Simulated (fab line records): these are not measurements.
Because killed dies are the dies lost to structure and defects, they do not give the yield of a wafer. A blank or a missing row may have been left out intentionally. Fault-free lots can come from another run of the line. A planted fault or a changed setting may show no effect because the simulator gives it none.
Check of tool commonality	flow berkeleyCmos170	42 wafers sampled across 14 lots

WHY IT WAS OPENED
At UCB170_SPACER_THK_MEAS_01 the reading SPACER_TEOS_THK is flagged on 2 of 14 lots. Wafers without a fault read 377 nm, standard deviation 4.6.
Rule: a lot is flagged when every wafer of it that has a number lies more than 4 standard deviations from that mean, or none has a number. The rest of the lots are taken to be sound.

lot	measured	on	SPACER_TEOS_THK (nm), wafer by wafer	flag
L306	day 7 02:50	filmMetro-01	381 383 384	
L305	day 7 03:20	filmMetro-03	374 380 378	
L304	day 7 03:28	filmMetro-03	377 380 385	
L308	day 7 10:45	filmMetro-03	372 374 378	
L307	day 7 10:46	filmMetro-01	369 380 376	
L310	day 7 17:40	filmMetro-04	376 377 378	
L311	day 7 19:24	filmMetro-01	376 373 380	
L317	day 9 18:40	filmMetro-03	416 427 423	FLAGGED
L320	day 10 05:43	filmMetro-01	414 419 426	FLAGGED
L321	day 10 05:52	filmMetro-01	375 371 385	
L322	day 10 06:14	filmMetro-03	367 367 373	
L324	day 10 20:28	filmMetro-03	370 374 376	
L325	day 11 07:05	filmMetro-03	378 381 381	
L326	day 11 10:13	filmMetro-03	372 372 378	
On average the flagged lots' numbers are 421 nm, which is +44 nm against the usual, or +10 standard deviations.

EACH LOT AND THE TOOL IT RAN ON
Before the reading, the record contains 3 process steps out of a 331-step route. Every cell lists first the tool, next ch and the chambers used by the sampled wafers, and last the start.
lot	flag	UCB170_ACTIVE_ETCH_15	UCB170_GATE_ETCH_15	UCB170_SPACER_CVD_00
L306		rieDiel-04 ch 0,3, day 5 01:53	rieSi-02 ch 2,3, day 6 22:34	pecvd-01 ch 0,1,2, day 7 02:46
L305		rieDiel-03 ch 0,2, day 5 01:46	rieSi-02 ch 0,2, day 6 22:48	pecvd-02 ch 0,2, day 7 03:16
L304		rieDiel-04 ch 0,3, day 5 01:29	rieSi-01 ch 0,1,3, day 6 22:41	pecvd-01 ch 0,1,2, day 7 03:24
L308		rieDiel-03 ch 0,1,2, day 5 10:41	rieSi-01 ch 1,2,3, day 7 05:53	pecvd-01 ch 1,2, day 7 10:42
L307		rieDiel-01 ch 1,2, day 5 10:51	rieSi-02 ch 0,1, day 7 06:01	pecvd-02 ch 0,1,2, day 7 10:42
L310		rieDiel-04 ch 1,3, day 5 18:08	rieSi-01 ch 1,2,3, day 7 12:35	pecvd-02 ch 1,2, day 7 17:38
L311		rieDiel-04 ch 1,2,3, day 5 17:17	rieSi-02 ch 0,3, day 7 12:21	pecvd-01 ch 0,2, day 7 19:22
L317	FLAGGED	rieDiel-04 ch 1,2, day 7 03:45	rieSi-02 ch 0,3, day 9 12:52	pecvd-01 ch 0,2, day 9 18:37
L320	FLAGGED	rieDiel-01 ch 2,3, day 7 17:29	rieSi-01 ch 0,1,2, day 9 21:20	pecvd-01 ch 1,2, day 10 05:38
L321		rieDiel-01 ch 0,1,2, day 7 23:35	rieSi-02 ch 1,2, day 9 21:31	pecvd-02 ch 1,2, day 10 05:49
L322		rieDiel-03 ch 0,3, day 8 00:13	rieSi-01 ch 1,3, day 9 21:47	pecvd-03 ch 0,1, day 10 06:11
L324		rieDiel-01 ch 2,3, day 8 14:48	rieSi-01 ch 0,1, day 10 14:55	pecvd-02 ch 0,2, day 10 20:26
L325		rieDiel-01 ch 0,2,3, day 9 04:04	rieSi-02 ch 0,1,2, day 11 01:10	pecvd-03 ch 0,1, day 11 07:03
L326		rieDiel-03 ch 0,1,2, day 9 11:05	rieSi-01 ch 0,1,2, day 11 05:51	pecvd-03 ch 1,2, day 11 10:11
What is done by these steps:
- UCB170_ACTIVE_ETCH_15: etches Si3N4 in CH3F/Ar/O2, stops on SiO2, target depth 242 nm, time 151 s.
- UCB170_GATE_ETCH_15: etches poly-Si in HBr/Cl2, stops on SiO2, time 56.3 s, target depth 278.2 nm.
- UCB170_SPACER_CVD_00: deposits SiO2 from TEOS/O2, target thk 376 nm, time 47 s.
- UCB170_SPACER_THK_MEAS_01

FLAGGED OVER TOTAL, TOOL BY TOOL (the gauges that took the reading come last)
step	tool	lots run	flagged	share of the flagged lots	sound lots run after its first flagged lot
UCB170_ACTIVE_ETCH_15	rieDiel-01	5	1	some	3 (L321,L324,L325)
UCB170_ACTIVE_ETCH_15	rieDiel-03	4	0	none	-
UCB170_ACTIVE_ETCH_15	rieDiel-04	5	1	some	0
UCB170_GATE_ETCH_15	rieSi-01	7	1	some	3 (L322,L324,L326)
UCB170_GATE_ETCH_15	rieSi-02	7	1	some	2 (L321,L325)
UCB170_SPACER_CVD_00	pecvd-01	6	2	all	0
UCB170_SPACER_CVD_00	pecvd-02	5	0	none	-
UCB170_SPACER_CVD_00	pecvd-03	3	0	none	-
UCB170_SPACER_THK_MEAS_01	filmMetro-01	5	1	some	1 (L321)
UCB170_SPACER_THK_MEAS_01	filmMetro-03	8	1	some	4 (L322,L324,L325,L326)
UCB170_SPACER_THK_MEAS_01	filmMetro-04	1	0	none	-

WHAT IS ALLOWED BY THE TABLE
In the table, 1 row covers all flagged lots: pecvd-01 at UCB170_SPACER_CVD_00.
- pecvd-01 at UCB170_SPACER_CVD_00: 2 of its 6 lots flagged. Last sound lot L311 at day 7 19:22, first flagged lot L317 at day 9 18:37; a fault beginning in between fits.
What remains is a single tool, pecvd-01 at UCB170_SPACER_CVD_00.

WHAT THE SIMULATOR PUT IN
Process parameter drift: pecvd-01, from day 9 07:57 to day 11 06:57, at UCB170_SPACER_CVD_00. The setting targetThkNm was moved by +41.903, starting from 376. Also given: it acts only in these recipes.
Lots struck among those shown: L317, L320. This agrees with what the rule above found.
